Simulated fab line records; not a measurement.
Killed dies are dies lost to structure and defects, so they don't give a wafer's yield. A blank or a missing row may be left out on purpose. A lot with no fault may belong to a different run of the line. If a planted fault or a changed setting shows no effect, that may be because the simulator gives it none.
Comparing a struck lot with a sound one	flow rit-cmos	15 steps out of a route of 202
Sound: wafers L697.3, L697.4, L697.5. The struck wafers were L705.2, L705.4, L705.5. The cause is given at the end.
Order at every step that has rows: each side's tool, ch and its chambers, its first start. Under that, the readings that differ: sound wafers	struck wafers	difference of the means	sigmas: that difference in standard deviations of wafers without a fault.
alike: readings whose means differ by less than 2 such deviations, and words and numbers that are the same on both sides. not compared: withheld readings, readings that some wafer has no value for, bounds like >300 that may hide the same value, and numbers for which the record gives no deviation and whose values overlap.
A row with sigmas, a row that says differs or no value, or rows on one side alone: a step with any of these is where the two part. When numbers do not overlap yet have no deviation, they are printed without sigmas and do not part them. Lack of a reading on every wafer of one side parts them only where that side has two or more wafers.

first, 1 step without rows for these wafers: RIT_PLDD_IMPLANT_08.
RIT_PLDD_STRIP_09: strips in O2, time 180 s.
  sound on plasma-asher-04 ch 0,1, day 2 21:34; struck on plasma-asher-03 ch 0,1, day 4 17:01
  alike: chamber-pressure-mTorr, drypump-motor-current-A
  not compared: rf-hours-counter-h
RIT_PLDD_TW_MEAS_10:
  sound: film-metro-04 at day 2 21:42; struck: film-metro-02 at day 4 17:13
  alike: PLDD_TW
then, 4 steps without rows for these wafers: RIT_SPACER_CLEAN_00 (cleans in SC1, time 600 s); RIT_SPACER_CLEAN_01 (cleans in dHF, time 30 s); RIT_SPACER_CLEAN_02 (cleans in SC2, time 600 s); RIT_SPACER_CVD_03 (deposits Si3N4 from SiH2Cl2/NH3, target thk 250 nm, time 3300 s).
RIT_SPACER_THK_MEAS_04:
  sound: film-metro-04 at day 3 00:03; struck: film-metro-01 at day 4 20:31
  alike: SPACER_NITRIDE_THK
RIT_SPACER_ETCHBACK_05: etches Si3N4 in SF6/CHF3, stops on SiO2, target depth 250 nm, time 240 s.
  sound on rie-diel-03 ch 0,1,2, day 3 00:05; struck on rie-diel-02 ch 0,3, day 4 20:34
  alike: chamber-pressure-mTorr, drypump-motor-current-A, oes-product-au, throttle-valve-pct
  not compared: rf-hours-counter-h
then, 3 steps without rows for these wafers: RIT_NSD_HMDS_00 (prime time 60 s); RIT_NSD_COAT_01 (resist thk 1000 nm); RIT_NSD_SOFTBAKE_02 (time 60 s).
RIT_NSD_EXPOSE_03: exposes mask M9, target cd 40700 nm.
  sound on iline-stepper-02 ch 0, day 3 00:44; struck on iline-stepper-02 ch 0, day 4 21:11
reading	sound	struck	difference	sigmas
mask	M9#0 M9#0 M9#0	M9_R1#0 M9_R1#0 M9_R1#0	differs	
  alike: exposure-dose-mJ-cm2
after that, 1 step had no rows for these wafers: RIT_NSD_PEB_04.
RIT_M1_PROBE_99:
  sound: prober-02 at day 3 14:38; struck: prober-01 at day 5 07:43
reading	sound	struck	difference	sigmas
model.etest.select-edge-diode-n.leak-log10-a (angstrom)	-9.949 -9.799 -9.662	-9.185 -9.255 -8.909	+0.687	
  alike: killed-at-contacts, killed-at-front-end, killed-dies, killed-open, killed-short

WHERE THEY PART
Within this record, at RIT_NSD_EXPOSE_03 only. Later steps at which nothing parts them and some readings are alike: RIT_M1_PROBE_99.

WHY: whatever the simulator had introduced
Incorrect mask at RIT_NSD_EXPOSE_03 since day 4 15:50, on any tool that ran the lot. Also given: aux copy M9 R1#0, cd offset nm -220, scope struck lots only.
